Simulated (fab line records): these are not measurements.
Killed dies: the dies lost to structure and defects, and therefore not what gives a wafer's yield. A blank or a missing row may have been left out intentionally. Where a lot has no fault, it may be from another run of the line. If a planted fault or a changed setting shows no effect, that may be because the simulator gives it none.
Comparing a struck lot with a sound one :: flow rit cmos :: 15 steps out of a route of 202
Sound: these wafers, L879.1, L879.5, L879.6. Struck: wafers L887.1, L887.3, L887.4. The cause is named last.
Each step with rows lists, per side, the tool, then ch with its chambers, then its first start. Under that, the readings that differ: sound wafers :: struck wafers :: difference of the means :: sigmas: that difference in standard deviations of wafers without a fault.
alike: words and numbers the same on both sides, and readings whose means are apart by under 2 such deviations; not compared: readings that were withheld, readings missing a value for some wafer, numbers with overlapping values and no deviation given by the record, and bounds like >300 which may hide the same value.
A row with sigmas, a row that says differs or no value, or rows on one side alone: a step with any of these is where the two part. Numbers that don't overlap but have no deviation are shown without sigmas and don't part them. Lack of a reading on every wafer of one side parts them only where that side has two or more wafers.

first, 4 steps without rows for these wafers: RIT_NSD_SOFTBAKE_02 (time 60 s); RIT_NSD_EXPOSE_03 (exposes mask M9, target cd 40700 nm); RIT_NSD_PEB_04; RIT_NSD_DEVELOP_05 (develop time 52.14 s).
RIT_NSD_OVL_MEAS_06:
  struck on overlay-02, day 4 20:02; sound on overlay-02, day 3 04:09
  alike: NSD_OVL
then, 2 steps without rows for these wafers: RIT_NSD_HARDBAKE_07 (time 60 s); RIT_NSD_IMPLANT_08.
RIT_NSD_STRIP_09: strips in O2, time 180 s.
  sound on plasma asher-03 ch 0,1, day 3 04:29; struck on plasma asher-02 ch 0,1, day 4 20:22
  alike: chamber pressure mTorr, drypump motor current A
  not compared: rf hours counter h
RIT_NSD_TW_MEAS_10:
  struck on film metro-03, day 4 20:33; sound on film metro-02, day 3 04:40
  alike: NSD_TW
then, 3 steps without rows for these wafers: RIT_PSD_HMDS_00 (prime time 60 s); RIT_PSD_COAT_01 (resist thk 1000 nm); RIT_PSD_SOFTBAKE_02 (time 60 s).
RIT_PSD_EXPOSE_03: exposes mask M10, target cd 40900 nm.
  sound on iline stepper-02 ch 0, day 3 05:17; struck on iline stepper-02 ch 0, day 4 21:04
reading: mask
sound: M10#0 M10#0 M10#0
struck: M10_R1#0 M10_R1#0 M10_R1#0
difference: differs
sigmas: 
  alike: reticle temp C
after that, 1 step had no rows for these wafers: RIT_PSD_PEB_04.
RIT_M1_PROBE_99:
  struck on prober-01, day 5 06:07; sound on prober-01, day 3 14:16
reading: model.etest.select edge diode p.leak log10 a (angstrom)
sound: -10.34 -10.32 -10.34
struck: -6.142 -5.979 -6.172
difference: +4.236
sigmas: 
  alike: killed at contacts, killed at front end, killed dies, killed open, killed short

## WHERE THEY PART
Only at RIT_PSD_EXPOSE_03, as far as this record shows. Later steps at which nothing parts them and some readings are alike: RIT_M1_PROBE_99.

WHY: whatever the simulator had introduced
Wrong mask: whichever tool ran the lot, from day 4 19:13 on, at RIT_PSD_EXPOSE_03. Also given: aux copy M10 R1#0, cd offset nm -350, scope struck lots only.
